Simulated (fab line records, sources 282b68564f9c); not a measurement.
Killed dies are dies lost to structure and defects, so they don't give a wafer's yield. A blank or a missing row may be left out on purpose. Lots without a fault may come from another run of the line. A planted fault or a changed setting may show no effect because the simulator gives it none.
A struck lot beside a sound one | flow rit_cmos | 43 steps out of a route of 202
Sound: wafers L367.2, L367.3, L367.6. Struck: wafers L377.1, L377.3, L377.6. The cause comes at the end.
At each step with rows: each side's tool, then ch and its chambers, then its first start. Under that, the readings that differ: sound wafers | struck wafers | difference of the means | sigmas: that difference in standard deviations of wafers without a fault.
alike: readings whose means differ by less than 2 such deviations, and words and numbers that are the same on both sides. not compared: withheld readings, readings that some wafer has no value for, bounds like >300 that may hide the same value, and numbers for which the record gives no deviation and whose values overlap.
The two part at a step that has a row with sigmas, a row that says differs or no value, or rows on one side only. Numbers that don't overlap but have no deviation are shown without sigmas and don't part them. A reading that every wafer of one side lacks parts them only if that side has two wafers or more.

first, 3 steps without rows for these wafers: RIT_SDANNEAL_CLEAN_00 (cleans in SC1, time 600 s); RIT_SDANNEAL_CLEAN_01 (cleans in dHF, time 30 s); RIT_SDANNEAL_CLEAN_02 (cleans in SC2, time 600 s).
RIT_SDANNEAL_RTA_03: time 5 s.
  sound on rtp_anneal-01 ch 0, day 4 05:21; struck on rtp_anneal-01 ch 0, day 6 05:26
  alike: wafer_temp_C_max
RIT_SDANNEAL_RS_MEAS_04: measures by four-point-probe.
  sound on film_metro-01, day 4 05:25; struck on film_metro-02, day 6 05:30
  reading         | sound             | struck            | difference | sigmas
  PSD_RS (ohm/sq) | 115.0 115.0 115.3 | 114.6 114.5 114.1 | -0.7       | -2
RIT_SDANNEAL_RS_MEAS_05: measures by four-point-probe.
  sound on film_metro-01, day 4 05:32; struck on film_metro-02, day 6 05:37
  alike: NSD_RS
RIT_SDANNEAL_RS_MEAS_06: measures by four-point-probe.
  sound on film_metro-01, day 4 05:40; struck on film_metro-02, day 6 05:44
  alike: PLDD_RS
RIT_SDANNEAL_RS_MEAS_07: measures by four-point-probe.
  sound on film_metro-01, day 4 05:47; struck on film_metro-02, day 6 05:52
  alike: NLDD_RS
then, 2 steps without rows for these wafers: RIT_SILICIDE_WET_ETCH_00 (etches SiO2 in BOE, target depth 14 nm, time 15 s); RIT_SILICIDE_SPUTTER_01 (material Ti, target thk 30 nm, time 246.4 s).
RIT_SILICIDE_RS_MEAS_02: measures by four-point-probe.
  sound on film_metro-03, day 4 06:04; struck on film_metro-01, day 6 06:08
  alike: SILICIDE_TI_RS
RIT_SILICIDE_THK_MEAS_03: measures by xrf.
  sound on film_metro-03, day 4 06:10; struck on film_metro-01, day 6 06:16
  reading              | sound             | struck            | difference | sigmas
  SILICIDE_TI_THK (nm) | 31.23 31.53 31.39 | 30.92 30.86 30.66 | -0.57      | -2
RIT_SILICIDE_RTA_04: time 10 s, ramp up 5 s, ramp down 5 s.
  sound on rtp_anneal-02 ch 0, day 4 06:14; struck on rtp_anneal-02 ch 0, day 6 06:19
  alike: wafer_temp_C_max
then, 1 step without rows for these wafers: RIT_SILICIDE_WET_ETCH_05 (etches Ti in SPM, time 120 s).
RIT_SILICIDE_RTA_06: time 10 s, ramp up 5 s, ramp down 10 s.
  sound on rtp_anneal-01 ch 0, day 4 06:20; struck on rtp_anneal-01 ch 0, day 6 06:26
  alike: wafer_temp_C_max
RIT_CONTACT_CVD_00: deposits SiO2 from TEOS, target thk 400 nm, time 61 s.
  sound on pecvd-02 ch 1,2, day 4 06:24; struck on pecvd-02 ch 0,1, day 6 06:30
  alike: heater_power_w, susceptor_temp_C
RIT_CONTACT_THK_MEAS_01:
  sound on film_metro-02, day 4 06:28; struck on film_metro-03, day 6 06:33
  alike: CONTACT_TEOS_THK
then, 6 steps without rows for these wafers: RIT_CONTACT_HMDS_02 (prime time 60 s); RIT_CONTACT_COAT_03 (resist thk 1000 nm); RIT_CONTACT_SOFTBAKE_04 (time 60 s); RIT_CONTACT_EXPOSE_05 (exposes mask M11, target cd 1000 nm); RIT_CONTACT_PEB_06; RIT_CONTACT_DEVELOP_07 (develop time 120 s).
RIT_CONTACT_CD_MEAS_08: target cd 1000 nm.
  sound on cd_sem-01, day 4 07:29; struck on cd_sem-02, day 6 07:42
  alike: cd_nm
RIT_CONTACT_OVL_MEAS_09:
  sound on overlay-01, day 4 07:36; struck on overlay-02, day 6 07:49
  reading          | sound         | struck      | difference | sigmas
  CONTACT_OVL (nm) | 0.7 -1.6 -0.1 | 2.9 2.2 1.2 | +2.4       | +2
then, 1 step without rows for these wafers: RIT_CONTACT_HARDBAKE_10 (time 60 s).
RIT_CONTACT_ETCH_11: etches SiO2 in CHF3/CF4/Ar, stops on TiSi2, target depth 480 nm, time 320 s.
  sound on rie_diel-01 ch 1,2, day 4 07:47; struck on rie_diel-03 ch 0,3, day 6 08:00
  alike: chamber_pressure_mTorr, drypump_motor_current_A, oes_product_au, throttle_valve_pct
  not compared: rf_hours_counter_h
then, 1 step without rows for these wafers: RIT_CONTACT_STRIP_12 (strips in O2, time 180 s).
RIT_CONTACT_CD_MEAS_90: target cd 1000 nm.
  sound on cd_sem-01, day 4 08:10; struck on cd_sem-01, day 6 08:22
  alike: cd_nm
then, 2 steps without rows for these wafers: RIT_CONTACT_CLEAN_13 (cleans in SC1, time 600 s); RIT_CONTACT_CLEAN_14 (cleans in SC2, time 600 s).
RIT_M1_SPUTTER_00: material Al, target thk 400 nm, time 522.8 s.
  sound on pvd_sputter-02, day 4 08:37; struck on pvd_sputter-01, day 6 08:52
  alike: throttle_valve_pct
RIT_M1_RS_MEAS_01: measures by four-point-probe.
  sound on film_metro-01, day 4 08:56; struck on film_metro-01, day 6 09:09
  alike: M1_AL_RS
RIT_M1_THK_MEAS_02: measures by xrf.
  sound on film_metro-01, day 4 09:02; struck on film_metro-01, day 6 09:16
  alike: M1_AL_THK
then, 6 steps without rows for these wafers: RIT_M1_HMDS_03 (prime time 60 s); RIT_M1_COAT_04 (resist thk 1300 nm); RIT_M1_SOFTBAKE_05 (time 60 s); RIT_M1_EXPOSE_06 (exposes mask M12, target cd 2600 nm); RIT_M1_PEB_07; RIT_M1_DEVELOP_08 (develop time 68 s).
RIT_M1_CD_MEAS_09: target cd 2600 nm.
  sound on cd_sem-02, day 4 09:59; struck on cd_sem-02, day 6 10:20
  alike: cd_nm
RIT_M1_OVL_MEAS_10:
  sound on overlay-01, day 4 10:06; struck on overlay-02, day 6 10:28
  alike: M1_OVL
RIT_M1_PROBE_99:
  sound on prober-02, day 4 12:41; struck on prober-02, day 6 13:00
  reading                                          | sound                   | struck                  | difference | sigmas
  killed_at_M0_to_M3                               | 0 0 0                   | 0 0 1                   | +0         | +4
  model.etest.contact_pplus.end_ohm_um             | 45.89 44.83 45.54       | 48.44 48.28 47.34       | +2.60      |
  model.etest.contact_nplus.end_ohm_um             | 42.55 43.32 43.18       | 47.23 46.21 46.79       | +3.73      |
  model.etest.npoly_line.rs_ohm_sq_rim_less_centre | 0.05265 -0.1662 0.0132  | -1.815 -1.835 -1.526    | -1.692     |
  model.etest.npoly_line.rs_ohm_sq_range           | 0.3517 0.341 0.2371     | 1.918 1.892 1.738       | +1.539     |
  model.etest.npoly_line.rs_ohm_sq                 | 16.82 16.52 16.63       | 15.69 15.73 15.78       | -0.92      |
  model.etest.ppoly_line.rs_ohm_sq                 | 16.24 16.04 16.34       | 15.28 15.19 15.39       | -0.92      |
  model.etest.nplus_sal.rs_ohm_sq_rim_less_centre  | 0.02197 0.07724 0.01789 | -0.3706 -0.3464 -0.3705 | -0.4015    |
  model.etest.nplus_sal.rs_ohm_sq_range            | 0.07985 0.09026 0.05597 | 0.3883 0.3654 0.3999    | +0.3092    |
  alike: killed_at_front_end, killed_dies, killed_open, killed_short

WHERE THEY PART
First at RIT_SDANNEAL_RS_MEAS_04; last, within this record, at RIT_M1_PROBE_99.

WHY: what the simulator had put in
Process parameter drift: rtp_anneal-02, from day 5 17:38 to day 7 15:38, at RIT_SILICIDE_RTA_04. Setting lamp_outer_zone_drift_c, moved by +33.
